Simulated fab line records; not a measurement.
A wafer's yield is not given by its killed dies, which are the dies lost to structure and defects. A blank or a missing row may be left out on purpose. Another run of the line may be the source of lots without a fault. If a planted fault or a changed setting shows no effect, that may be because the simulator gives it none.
Lot-split experiment / flow ritCmos / on a route of 202 steps: 5 lots, 23 wafers read

== THE SPLIT ==
At RIT_PRETRO_IMPLANT_08, the setting doseCm2 was moved away from the recipe's 1.2e+13 on 10 of the 23 wafers read, by -6.1% to +3.8%. All remaining wafers had this setting at the recipe value.

== BETWEEN THE SPLIT AND THE READING: the file shows 1 step in between ==
- RIT_PRETRO_STRIP_09: strips in O2, time 180 s

== THE READING ==
PRETRO_TW, at RIT_PRETRO_TW_MEAS_10. Typical for fault-free wafers on this fab line: 476, with standard deviation 3.6.

wafer=L080.1; tool, chamber at the split=implanter-04, 0; doseCm2 as run=1.2e+13; against the recipe=recipe; PRETRO_TW=474; against lot-mates on the recipe=-
wafer=L080.2; tool, chamber at the split=implanter-04, 0; doseCm2 as run=1.2e+13; against the recipe=recipe; PRETRO_TW=472; against lot-mates on the recipe=-
wafer=L080.4; tool, chamber at the split=implanter-04, 0; doseCm2 as run=1.127e+13; against the recipe=-6.1%; PRETRO_TW=465; against lot-mates on the recipe=-8
wafer=L080.5; tool, chamber at the split=implanter-04, 0; doseCm2 as run=1.127e+13; against the recipe=-6.1%; PRETRO_TW=462; against lot-mates on the recipe=-11
wafer=L080.6; tool, chamber at the split=implanter-04, 0; doseCm2 as run=1.127e+13; against the recipe=-6.1%; PRETRO_TW=463; against lot-mates on the recipe=-10
wafer=L081.1; tool, chamber at the split=implanter-02, 0; doseCm2 as run=1.245e+13; against the recipe=+3.8%; PRETRO_TW=488; against lot-mates on the recipe=+6
wafer=L081.2; tool, chamber at the split=implanter-02, 0; doseCm2 as run=1.245e+13; against the recipe=+3.8%; PRETRO_TW=487; against lot-mates on the recipe=+6
wafer=L081.3; tool, chamber at the split=implanter-02, 0; doseCm2 as run=1.2e+13; against the recipe=recipe; PRETRO_TW=481; against lot-mates on the recipe=-
wafer=L081.4; tool, chamber at the split=implanter-02, 0; doseCm2 as run=1.2e+13; against the recipe=recipe; PRETRO_TW=482; against lot-mates on the recipe=-
wafer=L081.6; tool, chamber at the split=implanter-02, 0; doseCm2 as run=1.245e+13; against the recipe=+3.8%; PRETRO_TW=485; against lot-mates on the recipe=+4
wafer=L083.1; tool, chamber at the split=implanter-04, 0; doseCm2 as run=1.2e+13; against the recipe=recipe; PRETRO_TW=470; against lot-mates on the recipe=-
wafer=L083.2; tool, chamber at the split=implanter-04, 0; doseCm2 as run=1.2e+13; against the recipe=recipe; PRETRO_TW=471; against lot-mates on the recipe=-
wafer=L083.3; tool, chamber at the split=implanter-04, 0; doseCm2 as run=1.2e+13; against the recipe=recipe; PRETRO_TW=470; against lot-mates on the recipe=-
wafer=L083.5; tool, chamber at the split=implanter-04, 0; doseCm2 as run=1.176e+13; against the recipe=-2.0%; PRETRO_TW=469; against lot-mates on the recipe=-1
wafer=L083.6; tool, chamber at the split=implanter-04, 0; doseCm2 as run=1.176e+13; against the recipe=-2.0%; PRETRO_TW=467; against lot-mates on the recipe=-3
wafer=L084.1; tool, chamber at the split=implanter-02, 0; doseCm2 as run=1.2e+13; against the recipe=recipe; PRETRO_TW=476; against lot-mates on the recipe=-
wafer=L084.2; tool, chamber at the split=implanter-02, 0; doseCm2 as run=1.2e+13; against the recipe=recipe; PRETRO_TW=474; against lot-mates on the recipe=-
wafer=L084.3; tool, chamber at the split=implanter-02, 0; doseCm2 as run=1.134e+13; against the recipe=-5.5%; PRETRO_TW=469; against lot-mates on the recipe=-7
wafer=L084.5; tool, chamber at the split=implanter-02, 0; doseCm2 as run=1.134e+13; against the recipe=-5.5%; PRETRO_TW=471; against lot-mates on the recipe=-5
wafer=L084.6; tool, chamber at the split=implanter-02, 0; doseCm2 as run=1.2e+13; against the recipe=recipe; PRETRO_TW=479; against lot-mates on the recipe=-
wafer=L085.2; tool, chamber at the split=implanter-04, 0; doseCm2 as run=1.2e+13; against the recipe=recipe; PRETRO_TW=479; against lot-mates on the recipe=-
wafer=L085.3; tool, chamber at the split=implanter-04, 0; doseCm2 as run=1.2e+13; against the recipe=recipe; PRETRO_TW=477; against lot-mates on the recipe=-
wafer=L085.6; tool, chamber at the split=implanter-04, 0; doseCm2 as run=1.2e+13; against the recipe=recipe; PRETRO_TW=475; against lot-mates on the recipe=-

THE FIT
A straight line over all 23 wafers: PRETRO_TW changes by +2.04 for each +1% of doseCm2; r = +0.85; the points scatter about the line by 4.
The same after taking each lot's own level away (the mean of its wafers on the recipe; 23 wafers): +1.42 for each +1%; r = +0.95; scatter 1.5.
Per that fit: largest doseCm2 move, reading shift of 8.6.
The span of the lots' own levels, 470.3 to 481.5, comes to 3.1 times the standard deviation stated above.
Hence the slope depends on the lot-to-lot level, as the two fits are not the same.
Check: with one of the wafers moved furthest among these (-6.1%) left out of the fit, the line predicts -8.72 for it against its lot-mates. Against them it came out at -8.

== OTHER SPLITS APPLIED TO THESE WAFERS ==
These wafers also went through other splits before the reading. Each is held against what the fit with the lots' levels taken away leaves over:
other split on the same wafers=RIT_NWELL_IMPLANT_08 energyKev; wafers away from the commonest value=12; r with PRETRO_TW (lot level and that fit taken away)=-0.25

== FILE'S OWN FIT ==
PRETRO_TW changes by +1.38 for each +1% of doseCm2, r = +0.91.
